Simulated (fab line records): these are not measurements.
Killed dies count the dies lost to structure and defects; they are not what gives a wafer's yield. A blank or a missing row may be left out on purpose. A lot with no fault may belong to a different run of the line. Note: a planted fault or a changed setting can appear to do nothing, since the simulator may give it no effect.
The tool behind it: which one? + flow berkeley cmos170 + 14 lots with 42 wafers sampled at 3 steps, on a route of 331 steps

== WHAT THE GAUGES SHOWED, per wafer ==
UCB170_V1_BOW_MEAS_03. Usual: V1_BOW 18 um, standard deviation 7.
| lot  | measured     | on            | V1_BOW (um) | flag |
|------|--------------|---------------|-------------|------|
| L996 | day 8 02:23  | film metro-04 | 22 14 11    |      |
| L999 | day 9 00:30  | film metro-03 | 18 19 36    |      |
| L102 | day 9 01:53  | film metro-04 | 17 18 28    |      |
| L998 | day 9 01:53  | film metro-01 | 29 18 9     |      |
| L101 | day 9 03:11  | film metro-01 | 16 22 24    |      |
| L104 | day 10 03:28 | film metro-03 | 21 8 12     |      |
| L103 | day 10 04:49 | film metro-03 | 27 27 13    |      |
| L106 | day 10 15:23 | film metro-03 | 17 13 20    |      |
| L107 | day 10 17:52 | film metro-01 | 33 22 30    |      |
| L108 | day 10 19:28 | film metro-03 | 5 4 8       |      |
| L110 | day 11 01:28 | film metro-01 | 10 18 23    |      |
| L111 | day 11 02:46 | film metro-04 | 16 18 24    |      |
| L114 | day 11 19:13 | film metro-04 | 24 30 17    |      |
| L115 | day 11 19:13 | film metro-01 | 19 10 11    |      |

UCB170_M2_OVL_MEAS_16. Usual: M2_OVL -1 nm, standard deviation 5.9.
| lot  | measured     | on         | M2_OVL (nm) | flag |
|------|--------------|------------|-------------|------|
| L996 | day 8 09:20  | overlay-02 | -1 -4 -11   |      |
| L999 | day 9 06:08  | overlay-01 | 1 -4 -6     |      |
| L102 | day 9 07:10  | overlay-01 | -3 -4 0     |      |
| L998 | day 9 07:43  | overlay-01 | -12 -14 -17 |      |
| L101 | day 9 08:16  | overlay-02 | 10 4 13     |      |
| L104 | day 10 12:31 | overlay-02 | -1 -8 -2    |      |
| L103 | day 10 12:44 | overlay-01 | -2 10 6     |      |
| L106 | day 10 19:47 | overlay-02 | 7 2 7       |      |
| L107 | day 10 22:35 | overlay-01 | 2 2 5       |      |
| L108 | day 11 01:13 | overlay-02 | -3 -6 -9    |      |
| L110 | day 11 07:48 | overlay-02 | 5 -1 -3     |      |
| L111 | day 11 08:39 | overlay-02 | 2 1 -6      |      |
| L114 | day 12 00:20 | overlay-01 | 3 2 8       |      |
| L115 | day 12 00:10 | overlay-02 | -4 -1 -1    |      |

UCB170_M3_OVL_MEAS_16. Usual: M3_OVL -2 nm, standard deviation 6.2.
| lot  | measured     | on         | M3_OVL (nm) | flag |
|------|--------------|------------|-------------|------|
| L996 | day 8 16:10  | overlay-02 | 1 6 5       |      |
| L999 | day 9 12:22  | overlay-02 | -10 -13 -17 |      |
| L102 | day 9 14:02  | overlay-02 | -3 -6 -9    |      |
| L998 | day 9 14:37  | overlay-01 | 4 -2 -3     |      |
| L101 | day 9 17:31  | overlay-02 | -12 -7 -15  |      |
| L104 | day 10 18:42 | overlay-01 | -6 -1 -1    |      |
| L103 | day 10 19:11 | overlay-02 | -4 -6 -5    |      |
| L106 | day 11 03:25 | overlay-01 | -7 -1 -6    |      |
| L107 | day 11 05:55 | overlay-01 | -1 8 -4     |      |
| L108 | day 11 07:25 | overlay-02 | 5 2 3       |      |
| L110 | day 11 13:26 | overlay-01 | -2 1 -1     |      |
| L111 | day 11 13:53 | overlay-02 | 0 -3 -6     |      |
| L114 | day 12 07:30 | overlay-02 | -3 1 -4     |      |
| L115 | day 12 07:16 | overlay-01 | -6 4 0      |      |

== EACH LOT AND THE TOOL THAT RAN IT (in order: tool; ch and the chambers of the sampled wafers; start) ==
There is no process step in the record ahead of these readings.

== AS READ BY THE TOOLS THEMSELVES (means over the sampled wafers that have a number; for cases with no such wafer, the mark the record gives instead) ==
The record holds no such reading with a usual standard deviation.

== THE ANSWER, worked out from the rows above alone ==
Rule: lot off if the mean of its wafers having a number is beyond 3 standard deviations from the usual mean. A lot without any number at a reading at which 4 lots or more have one is off too. The other lots that the step has rows for count as sound. Order of review: gauges by route order, followed by the tools' own readings, for which a lot's mean as printed above is used. The first step at which some lot is off is used, and at that step the reading that is off furthest; a lot without a number counts as furthest.
None of the lots is off at any reading shown; this tells nothing.

== WHAT WAS PUT IN BY THE SIMULATOR ==
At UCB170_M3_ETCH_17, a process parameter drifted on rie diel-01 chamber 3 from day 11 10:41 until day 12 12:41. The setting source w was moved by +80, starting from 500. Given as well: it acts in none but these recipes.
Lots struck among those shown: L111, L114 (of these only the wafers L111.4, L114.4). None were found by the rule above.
